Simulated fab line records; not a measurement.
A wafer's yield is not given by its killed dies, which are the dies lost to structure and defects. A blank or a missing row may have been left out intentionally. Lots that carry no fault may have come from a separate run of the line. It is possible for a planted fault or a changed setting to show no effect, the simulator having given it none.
The tool behind it: which one? | flow berkeley-cmos170 | 14 lots with 42 wafers sampled at 5 steps, on a route of 331 steps

WHAT THE GAUGES READ, wafer by wafer
UCB170_GATE_THK_MEAS_05.
lot  | measured     | on            | GATE_POLY_THK (nm)
L320 | day 7 01:13  | film-metro-04 | 217.5 216.0 216.2
L323 | day 7 20:35  | film-metro-04 | 212.5 213.2 213.1
L321 | day 7 20:35  | film-metro-03 | 215.2 216.1 214.4
L322 | day 7 20:37  | film-metro-02 | 215.5 213.6 213.6
L324 | day 8 05:15  | film-metro-03 | 209.8 211.9 211.7
L326 | day 9 05:35  | film-metro-03 | 213.7 214.3 215.0
L329 | day 9 14:25  | film-metro-03 | 210.7 211.1 209.9
L330 | day 9 14:25  | film-metro-04 | 215.4 215.7 212.9
L331 | day 10 04:13 | film-metro-04 | 210.7 211.4 212.0
L332 | day 10 04:13 | film-metro-02 | 211.6 211.0 209.5
L335 | day 11 06:52 | film-metro-04 | 210.0 210.2 210.9
L336 | day 11 16:30 | film-metro-03 | 214.1 214.9 214.4
L338 | day 11 16:30 | film-metro-04 | 207.0 208.9 208.4
L341 | day 12 04:47 | film-metro-03 | 214.2 213.6 214.1

UCB170_GATE_CD_MEAS_12: the cd target is 350 nm.
lot  | measured     | on        | cd-nm (nm)
L320 | day 7 02:16  | cd-sem-01 | 348.4 349.5 348.9
L323 | day 7 22:13  | cd-sem-01 | 350.2 350.1 349.0
L321 | day 7 21:30  | cd-sem-02 | 350.2 348.7 351.0
L322 | day 7 22:01  | cd-sem-02 | 348.3 350.5 349.7
L324 | day 8 06:17  | cd-sem-01 | 350.0 349.5 349.1
L326 | day 9 06:38  | cd-sem-01 | 351.0 350.8 350.6
L329 | day 9 15:38  | cd-sem-02 | 348.9 347.7 348.8
L330 | day 9 16:22  | cd-sem-02 | 352.2 352.1 354.0
L331 | day 10 05:22 | cd-sem-02 | 348.3 349.3 348.5
L332 | day 10 05:08 | cd-sem-01 | 348.9 350.8 348.5
L335 | day 11 07:55 | cd-sem-01 | 349.4 349.4 350.6
L336 | day 11 18:05 | cd-sem-02 | 352.3 350.5 351.1
L338 | day 11 17:56 | cd-sem-02 | 351.3 350.7 349.6
L341 | day 12 06:08 | cd-sem-01 | 349.8 349.7 349.5

UCB170_PLDD_OVL_MEAS_07.
lot  | measured     | on         | PLDD_OVL (nm)
L320 | day 7 04:32  | overlay-01 | -11 -8 -3
L323 | day 8 00:01  | overlay-01 | -7 4 9
L321 | day 7 23:18  | overlay-01 | 1 1 4
L322 | day 7 23:34  | overlay-02 | 4 8 4
L324 | day 8 08:00  | overlay-01 | -4 9 5
L326 | day 9 08:20  | overlay-01 | -3 7 -8
L329 | day 9 17:22  | overlay-01 | 8 4 4
L330 | day 9 21:23  | overlay-01 | 1 1 5
L331 | day 10 07:43 | overlay-02 | -2 9 2
L332 | day 10 06:53 | overlay-01 | -6 3 -4
L335 | day 11 09:39 | overlay-01 | -15 -2 -8
L336 | day 11 20:20 | overlay-01 | -7 -11 -3
L338 | day 11 20:12 | overlay-02 | -5 1 -1
L341 | day 12 08:10 | overlay-01 | 3 5 1

UCB170_SDANNEAL_RS_MEAS_04: the measuring method here is four-point-probe.
lot  | measured     | on            | PLDD_RS (ohm/sq)
L320 | day 8 00:52  | film-metro-04 | 1032.0 1035.8 1035.5
L323 | day 8 19:05  | film-metro-04 | 1034.4 1034.3 1034.6
L321 | day 8 18:32  | film-metro-02 | 1034.8 1035.9 1035.0
L322 | day 8 18:53  | film-metro-01 | 1035.1 1033.4 1033.3
L324 | day 8 19:22  | film-metro-02 | 1036.7 1032.5 1031.8
L326 | day 9 23:53  | film-metro-02 | 1037.8 1036.8 1037.3
L329 | day 10 10:44 | film-metro-02 | 1037.6 1037.3 1034.8
L330 | day 10 11:00 | film-metro-04 | 1033.8 1035.5 1036.0
L331 | day 10 23:44 | film-metro-02 | 1033.0 1037.5 1033.8
L332 | day 10 22:55 | film-metro-02 | 1030.7 1029.8 1029.0
L335 | day 12 03:16 | film-metro-02 | 1030.5 1031.9 1033.0
L336 | day 12 12:23 | film-metro-04 | 1022.9 1026.8 1026.5
L338 | day 12 11:40 | film-metro-01 | 1034.0 1032.8 1029.3
L341 | day 12 23:41 | film-metro-02 | 1027.1 1026.5 1024.5

WHAT TOOL EACH LOT RAN ON (gives the tool, then ch and the chambers of the sampled wafers, and finally the start)
lot  | UCB170_PLDD_IMPLANT_08
L320 | implanter-01 ch 0, day 7 04:36
L323 | implanter-03 ch 0, day 8 00:04
L321 | implanter-01 ch 0, day 7 23:21
L322 | implanter-02 ch 0, day 7 23:40
L324 | implanter-02 ch 0, day 8 08:04
L326 | implanter-03 ch 0, day 9 08:24
L329 | implanter-02 ch 0, day 9 17:25
L330 | implanter-03 ch 0, day 9 21:26
L331 | implanter-02 ch 0, day 10 07:47
L332 | implanter-03 ch 0, day 10 06:56
L335 | implanter-01 ch 0, day 11 09:45
L336 | implanter-03 ch 0, day 11 20:25
L338 | implanter-02 ch 0, day 11 20:16
L341 | implanter-03 ch 0, day 12 08:13
- UCB170_PLDD_IMPLANT_08

AS READ BY THE TOOLS THEMSELVES (means over the sampled wafers that have a number; for cases with no such wafer, the mark the record gives instead)
UCB170_PLDD_IMPLANT_08.
lot  | tool         | dose-ions-cm2 | rotation-deg (degrees)
L320 | implanter-01 | 5e+13         | 0.014
L323 | implanter-03 | 5e+13         | -0.020
L321 | implanter-01 | 5e+13         | 0.021
L322 | implanter-02 | 5e+13         | -0.016
L324 | implanter-02 | 5e+13         | 0.020
L326 | implanter-03 | 5e+13         | 0.017
L329 | implanter-02 | 5e+13         | -0.005
L330 | implanter-03 | 5e+13         | -0.022
L331 | implanter-02 | 5e+13         | -0.013
L332 | implanter-03 | 5e+13         | -0.010
L335 | implanter-01 | 5e+13         | -0.008
L336 | implanter-03 | 5e+13         | 0.009
L338 | implanter-02 | 5e+13         | 0.020
L341 | implanter-03 | 5e+13         | 0.005

THE ANSWER, worked out from the rows above alone
Rule: the lots themselves supply what counts as usual. The widest of any qualifying gaps counts: lots, ordered by their means at a reading, are off when they make up no more than a third of the lots, leave a main group of 4 or more, and stand apart from it by 3 or more times the standard deviation of that group's means. A main group is skipped when, at the precision printed for the reading in the tables above, its means are all equal. Also off: a lot with no number at a reading for which 4 or more lots have one. Where the step has rows for the other lots, those lots are counted as sound. The gauges are gone through in route order, then the tools' own readings, and for those a lot's mean is taken as printed above. At the first step where some lot is off, the reading lying furthest off is the one used; lots without a number count as furthest.
No lot is off on any of the readings shown, so nothing can be concluded from this.

WHAT THE SIMULATOR HAD INSERTED
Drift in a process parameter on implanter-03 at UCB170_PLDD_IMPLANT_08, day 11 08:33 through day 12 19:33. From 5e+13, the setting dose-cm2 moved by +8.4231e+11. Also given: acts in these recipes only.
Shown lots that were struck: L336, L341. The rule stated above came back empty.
